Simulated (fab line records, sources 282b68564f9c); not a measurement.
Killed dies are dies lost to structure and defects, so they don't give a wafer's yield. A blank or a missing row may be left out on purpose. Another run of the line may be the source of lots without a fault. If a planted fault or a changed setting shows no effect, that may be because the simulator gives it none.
Shared-tool check | flow rit-cmos | 14 lots, 42 wafers sampled

## WHY THIS WAS OPENED
At RIT_GATE_THK_MEAS_07 the reading GATE_OXIDE_THK is flagged on 2 of 14 lots. No-fault wafers: 3.00 nm, standard deviation 0.054.
Rule: a lot gets a flag if all its wafers with a number sit over 4 standard deviations from that mean, or if no wafer of it has a number. As for the other lots, they are considered sound.

lot  | measured    | on            | GATE_OXIDE_THK (nm), wafer by wafer | flag
L453 | day 2 09:24 | film-metro-03 | 3.00 3.05 3.03                      |
L454 | day 2 14:25 | film-metro-04 | 3.02 2.98 3.06                      |
L455 | day 2 19:55 | film-metro-04 | 3.05 3.07 3.08                      |
L457 | day 3 09:04 | film-metro-03 | 3.13 3.05 3.02                      |
L458 | day 3 10:55 | film-metro-03 | 2.99 2.99 3.04                      |
L459 | day 3 14:57 | film-metro-01 | 2.91 2.95 2.97                      |
L460 | day 3 21:41 | film-metro-03 | 2.95 3.01 3.03                      |
L461 | day 4 02:45 | film-metro-03 | 3.03 2.99 3.08                      |
L462 | day 4 08:16 | film-metro-04 | 2.90 2.98 2.90                      |
L466 | day 5 02:52 | film-metro-04 | 3.03 2.99 2.98                      |
L467 | day 5 07:57 | film-metro-01 | 3.44 3.45 3.38                      | FLAGGED
L472 | day 6 09:08 | film-metro-01 | 3.45 3.41 3.51                      | FLAGGED
L474 | day 6 19:30 | film-metro-03 | 2.94 2.99 2.95                      |
L476 | day 7 09:40 | film-metro-01 | 2.94 3.02 3.02                      |
On average the flagged lots' numbers are 3.44 nm, which is +0.44 nm against the usual, or +8 standard deviations.

## WHICH TOOL RAN EACH LOT
The record keeps 1 process step preceding the reading, out of 202 steps on the route. Read each cell as the tool, then ch plus the chambers that the sampled wafers visited, then the start.
lot  | flag    | RIT_GATE_OXIDATION_05
L453 |         | furnace-02 ch 0, day 2 08:03
L454 |         | furnace-01 ch 0, day 2 13:06
L455 |         | furnace-01 ch 0, day 2 18:35
L457 |         | furnace-04 ch 0, day 3 05:12
L458 |         | furnace-02 ch 0, day 3 09:34
L459 |         | furnace-01 ch 0, day 3 13:37
L460 |         | furnace-04 ch 0, day 3 20:22
L461 |         | furnace-01 ch 0, day 4 01:26
L462 |         | furnace-02 ch 0, day 4 06:56
L466 |         | furnace-04 ch 0, day 5 01:32
L467 | FLAGGED | furnace-02 ch 0, day 5 06:38
L472 | FLAGGED | furnace-02 ch 0, day 6 07:49
L474 |         | furnace-04 ch 0, day 6 18:10
L476 |         | furnace-01 ch 0, day 7 08:20
What is done by these steps:
- RIT_GATE_OXIDATION_05: target thk 3 nm, ox time 270 s.
- RIT_GATE_THK_MEAS_07

## FLAGGED OVER TOTAL, TOOL BY TOOL (the gauges that took the reading come last)
step                  | tool          | lots run | flagged | share of the flagged lots | sound lots run after its first flagged lot
RIT_GATE_OXIDATION_05 | furnace-01    | 5        | 0       | none                      | -
RIT_GATE_OXIDATION_05 | furnace-02    | 5        | 2       | all                       | 0
RIT_GATE_OXIDATION_05 | furnace-04    | 4        | 0       | none                      | -
RIT_GATE_THK_MEAS_07  | film-metro-01 | 4        | 2       | all                       | 1 (L476)
RIT_GATE_THK_MEAS_07  | film-metro-03 | 6        | 0       | none                      | -
RIT_GATE_THK_MEAS_07  | film-metro-04 | 4        | 0       | none                      | -

## WHAT THE TABLE ALLOWS
Rows of the table that ran all the flagged lots, 2 in number: furnace-02 at RIT_GATE_OXIDATION_05; film-metro-01 at RIT_GATE_THK_MEAS_07.
- furnace-02 at RIT_GATE_OXIDATION_05 ran 5 lots, 2 of them flagged. Last sound lot L462 at day 4 06:56, first flagged lot L467 at day 5 06:38; a fault beginning in between fits.
- film-metro-01 at RIT_GATE_THK_MEAS_07 ran 4 lots, 2 of them flagged. After the first flagged lot (L476), sound lots still ran on it; a lasting fault on the whole tool would not permit that.
Left over: one tool, furnace-02 at RIT_GATE_OXIDATION_05.

## WHAT THE SIMULATOR HAD INSERTED
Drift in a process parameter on furnace-02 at RIT_GATE_OXIDATION_05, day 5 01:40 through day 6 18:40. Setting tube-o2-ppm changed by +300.
Struck lots among those shown: L467, L472. Same finding as the rule above.
